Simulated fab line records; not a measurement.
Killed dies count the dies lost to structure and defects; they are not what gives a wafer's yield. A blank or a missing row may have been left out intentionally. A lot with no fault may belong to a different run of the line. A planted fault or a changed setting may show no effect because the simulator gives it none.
Commonality check across tools | flow berkeleyCmos170 | 14 lots, 42 wafers sampled

== WHY THIS WAS OPENED ==
2 of 14 lots carry a flag on the reading NWELL_TW at UCB170_NWELL_TW_MEAS_16. Fault-free wafers read 1263, with a standard deviation of 15.
Rule: a lot gets a flag if all its wafers with a number sit over 4 standard deviations from that mean, or if no wafer of it has a number. All remaining lots are regarded as sound.

lot  | measured    | on           | NWELL_TW, wafer by wafer | flag
L463 | day 2 08:29 | filmMetro-02 | 1271 1277 1275           | 
L464 | day 2 19:00 | filmMetro-04 | 1241 1239 1252           | 
L466 | day 3 02:31 | filmMetro-02 | 1279 1274 1282           | 
L467 | day 3 02:35 | filmMetro-04 | 1237 1244 1247           | 
L468 | day 3 18:45 | filmMetro-04 | 1241 1248 1245           | 
L469 | day 4 00:05 | filmMetro-04 | 1256 1257 1253           | 
L471 | day 4 08:25 | filmMetro-02 | 1274 1281 1274           | 
L472 | day 4 17:45 | filmMetro-02 | 1282 1285 1285           | 
L473 | day 4 17:47 | filmMetro-02 | 1276 1276 1272           | 
L474 | day 5 03:36 | filmMetro-02 | 1277 1282 1269           | 
L476 | day 5 09:23 | filmMetro-04 | 1253 1251 1248           | 
L479 | day 5 19:49 | filmMetro-04 | 1250 1248 1249           | 
L481 | day 6 10:18 | filmMetro-02 | 1441 1437 1429           | FLAGGED
L482 | day 6 18:46 | filmMetro-04 | 1399 1400 1393           | FLAGGED
The numbers of the flagged lots are 1416 on average: +154 against the usual, or +10 standard deviations.

== TOOL THAT RAN EACH LOT ==
The record keeps 1 process step preceding the reading, out of 331 steps on the route. In each cell: the tool, then ch and the chambers that the sampled wafers went through, then the start.
lot  | flag    | UCB170_NWELL_IMPLANT_14
L463 |         | implanter-03 ch 0, day 2 08:16
L464 |         | implanter-04 ch 0, day 2 18:45
L466 |         | implanter-04 ch 0, day 3 02:17
L467 |         | implanter-03 ch 0, day 3 02:22
L468 |         | implanter-03 ch 0, day 3 18:30
L469 |         | implanter-01 ch 0, day 3 23:50
L471 |         | implanter-03 ch 0, day 4 08:08
L472 |         | implanter-03 ch 0, day 4 17:07
L473 |         | implanter-04 ch 0, day 4 17:32
L474 |         | implanter-03 ch 0, day 5 03:22
L476 |         | implanter-01 ch 0, day 5 09:09
L479 |         | implanter-03 ch 0, day 5 19:36
L481 | FLAGGED | implanter-03 ch 0, day 6 10:04
L482 | FLAGGED | implanter-03 ch 0, day 6 18:32
What these steps do:
- UCB170_NWELL_IMPLANT_14
- UCB170_NWELL_TW_MEAS_16

== FLAGGED AGAINST TOTAL, ONE TOOL AT A TIME (gauges that did the reading follow at the end) ==
step                    | tool         | lots run | flagged | share of the flagged lots | sound lots run after its first flagged lot
UCB170_NWELL_IMPLANT_14 | implanter-01 | 2        | 0       | none                      | -
UCB170_NWELL_IMPLANT_14 | implanter-03 | 9        | 2       | all                       | 0
UCB170_NWELL_IMPLANT_14 | implanter-04 | 3        | 0       | none                      | -
UCB170_NWELL_TW_MEAS_16 | filmMetro-02 | 7        | 1       | some                      | 0
UCB170_NWELL_TW_MEAS_16 | filmMetro-04 | 7        | 1       | some                      | 0

== THE TABLE: WHAT IT ALLOWS ==
1 row of the table ran every flagged lot: implanter-03 at UCB170_NWELL_IMPLANT_14.
- implanter-03 at UCB170_NWELL_IMPLANT_14 ran 9 lots, 2 of them flagged. Its last sound lot is L479 (day 5 19:36), its first flagged lot L481 (day 6 10:04): a fault that began between those two fits. Its own readings (doseIonsCm2, faradayCurrentUA) fall more than 4 standard deviations out on all wafers of the flagged lots.
Just one tool remains: implanter-03 at UCB170_NWELL_IMPLANT_14.

== WHAT THE SIMULATOR HAD PUT IN ==
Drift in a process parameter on implanter-03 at UCB170_NWELL_IMPLANT_14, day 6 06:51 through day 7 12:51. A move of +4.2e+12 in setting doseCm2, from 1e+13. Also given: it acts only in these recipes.
Shown lots that were struck: L481, L482. This agrees with what the rule above found.
